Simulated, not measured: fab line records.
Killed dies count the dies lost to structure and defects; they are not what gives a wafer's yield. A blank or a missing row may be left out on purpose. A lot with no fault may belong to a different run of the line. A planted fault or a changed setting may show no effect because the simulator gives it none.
Commonality check across tools || flow berkeley_cmos170 || 15 lots, 45 wafers sampled

WHY THIS WAS OPENED
At UCB170_PFIELD_TW_MEAS_09 the reading PFIELD_TW is flagged on 3 of 15 lots. Wafers without a fault read 597, standard deviation 5.8.
Rule: a lot gets a flag if all its wafers with a number sit over 4 standard deviations from that mean, or if no wafer of it has a number. The rest of the lots are taken to be sound.

{"lot": "L784", "measured": "day 4 06:11", "on": "film_metro-04", "PFIELD_TW, wafer by wafer": "607 602 604", "flag": ""}
{"lot": "L786", "measured": "day 4 12:45", "on": "film_metro-04", "PFIELD_TW, wafer by wafer": "605 601 607", "flag": ""}
{"lot": "L787", "measured": "day 5 02:14", "on": "film_metro-02", "PFIELD_TW, wafer by wafer": "595 594 593", "flag": ""}
{"lot": "L789", "measured": "day 5 05:51", "on": "film_metro-02", "PFIELD_TW, wafer by wafer": "595 594 591", "flag": ""}
{"lot": "L790", "measured": "day 5 17:47", "on": "film_metro-01", "PFIELD_TW, wafer by wafer": "587 585 591", "flag": ""}
{"lot": "L793", "measured": "day 6 01:30", "on": "film_metro-02", "PFIELD_TW, wafer by wafer": "595 596 594", "flag": ""}
{"lot": "L791", "measured": "day 6 01:36", "on": "film_metro-02", "PFIELD_TW, wafer by wafer": "597 593 595", "flag": ""}
{"lot": "L794", "measured": "day 6 11:20", "on": "film_metro-04", "PFIELD_TW, wafer by wafer": "605 605 607", "flag": ""}
{"lot": "L795", "measured": "day 6 11:36", "on": "film_metro-04", "PFIELD_TW, wafer by wafer": "602 607 605", "flag": ""}
{"lot": "L798", "measured": "day 7 04:52", "on": "film_metro-04", "PFIELD_TW, wafer by wafer": "702 699 701", "flag": "FLAGGED"}
{"lot": "L797", "measured": "day 7 05:01", "on": "film_metro-04", "PFIELD_TW, wafer by wafer": "702 700 698", "flag": "FLAGGED"}
{"lot": "L799", "measured": "day 7 08:44", "on": "film_metro-04", "PFIELD_TW, wafer by wafer": "605 601 600", "flag": ""}
{"lot": "L801", "measured": "day 7 09:00", "on": "film_metro-02", "PFIELD_TW, wafer by wafer": "690 693 692", "flag": "FLAGGED"}
{"lot": "L804", "measured": "day 8 08:04", "on": "film_metro-04", "PFIELD_TW, wafer by wafer": "600 605 605", "flag": ""}
{"lot": "L806", "measured": "day 8 15:56", "on": "film_metro-04", "PFIELD_TW, wafer by wafer": "601 601 601", "flag": ""}
The numbers of the flagged lots are 697 on average: +100 against the usual, or +17 standard deviations.

WHICH TOOL EACH LOT WENT THROUGH
The record keeps 1 process step preceding the reading, out of 331 steps on the route. Each cell gives the tool, then ch followed by the chambers the sampled wafers passed through, then the start.
{"lot": "L784", "flag": "", "UCB170_PFIELD_IMPLANT_07": "implanter-03 ch 0, day 4 05:58"}
{"lot": "L786", "flag": "", "UCB170_PFIELD_IMPLANT_07": "implanter-03 ch 0, day 4 12:32"}
{"lot": "L787", "flag": "", "UCB170_PFIELD_IMPLANT_07": "implanter-03 ch 0, day 5 01:59"}
{"lot": "L789", "flag": "", "UCB170_PFIELD_IMPLANT_07": "implanter-03 ch 0, day 5 05:37"}
{"lot": "L790", "flag": "", "UCB170_PFIELD_IMPLANT_07": "implanter-03 ch 0, day 5 17:33"}
{"lot": "L793", "flag": "", "UCB170_PFIELD_IMPLANT_07": "implanter-02 ch 0, day 6 01:16"}
{"lot": "L791", "flag": "", "UCB170_PFIELD_IMPLANT_07": "implanter-03 ch 0, day 6 01:21"}
{"lot": "L794", "flag": "", "UCB170_PFIELD_IMPLANT_07": "implanter-03 ch 0, day 6 11:06"}
{"lot": "L795", "flag": "", "UCB170_PFIELD_IMPLANT_07": "implanter-02 ch 0, day 6 11:21"}
{"lot": "L798", "flag": "FLAGGED", "UCB170_PFIELD_IMPLANT_07": "implanter-03 ch 0, day 7 04:38"}
{"lot": "L797", "flag": "FLAGGED", "UCB170_PFIELD_IMPLANT_07": "implanter-03 ch 0, day 7 04:46"}
{"lot": "L799", "flag": "", "UCB170_PFIELD_IMPLANT_07": "implanter-02 ch 0, day 7 08:29"}
{"lot": "L801", "flag": "FLAGGED", "UCB170_PFIELD_IMPLANT_07": "implanter-03 ch 0, day 7 08:45"}
{"lot": "L804", "flag": "", "UCB170_PFIELD_IMPLANT_07": "implanter-02 ch 0, day 8 07:49"}
{"lot": "L806", "flag": "", "UCB170_PFIELD_IMPLANT_07": "implanter-02 ch 0, day 8 15:42"}
What is done by these steps:
- UCB170_PFIELD_IMPLANT_07
- UCB170_PFIELD_TW_MEAS_09

FLAGGED OVER TOTAL, TOOL BY TOOL (the gauges that took the reading come last)
{"step": "UCB170_PFIELD_IMPLANT_07", "tool": "implanter-02", "lots run": 5, "flagged": 0, "share of the flagged lots": "none", "sound lots run after its first flagged lot": "-"}
{"step": "UCB170_PFIELD_IMPLANT_07", "tool": "implanter-03", "lots run": 10, "flagged": 3, "share of the flagged lots": "all", "sound lots run after its first flagged lot": 0}
{"step": "UCB170_PFIELD_TW_MEAS_09", "tool": "film_metro-01", "lots run": 1, "flagged": 0, "share of the flagged lots": "none", "sound lots run after its first flagged lot": "-"}
{"step": "UCB170_PFIELD_TW_MEAS_09", "tool": "film_metro-02", "lots run": 5, "flagged": 1, "share of the flagged lots": "some", "sound lots run after its first flagged lot": 0}
{"step": "UCB170_PFIELD_TW_MEAS_09", "tool": "film_metro-04", "lots run": 9, "flagged": 2, "share of the flagged lots": "some", "sound lots run after its first flagged lot": "3 (L799,L804,L806)"}

THE TABLE: WHAT IT ALLOWS
Rows of the table that ran each flagged lot: 1, that is implanter-03 at UCB170_PFIELD_IMPLANT_07.
- implanter-03 at UCB170_PFIELD_IMPLANT_07 ran 10 lots, 3 of them flagged. Its last sound lot is L794 (day 6 11:06), its first flagged lot L798 (day 7 04:38): a fault that began between those two fits. Its own readings (dose_ions_cm2, faraday_current_uA) fall more than 4 standard deviations out on all wafers of the flagged lots.
implanter-03 at UCB170_PFIELD_IMPLANT_07 is the single tool remaining.

WHAT HAD BEEN PUT IN BY THE SIMULATOR
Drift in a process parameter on implanter-03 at UCB170_PFIELD_IMPLANT_07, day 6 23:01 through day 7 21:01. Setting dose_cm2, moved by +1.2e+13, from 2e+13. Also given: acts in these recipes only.
Struck lots among those shown: L798, L797, L801. This agrees with what the rule above found.
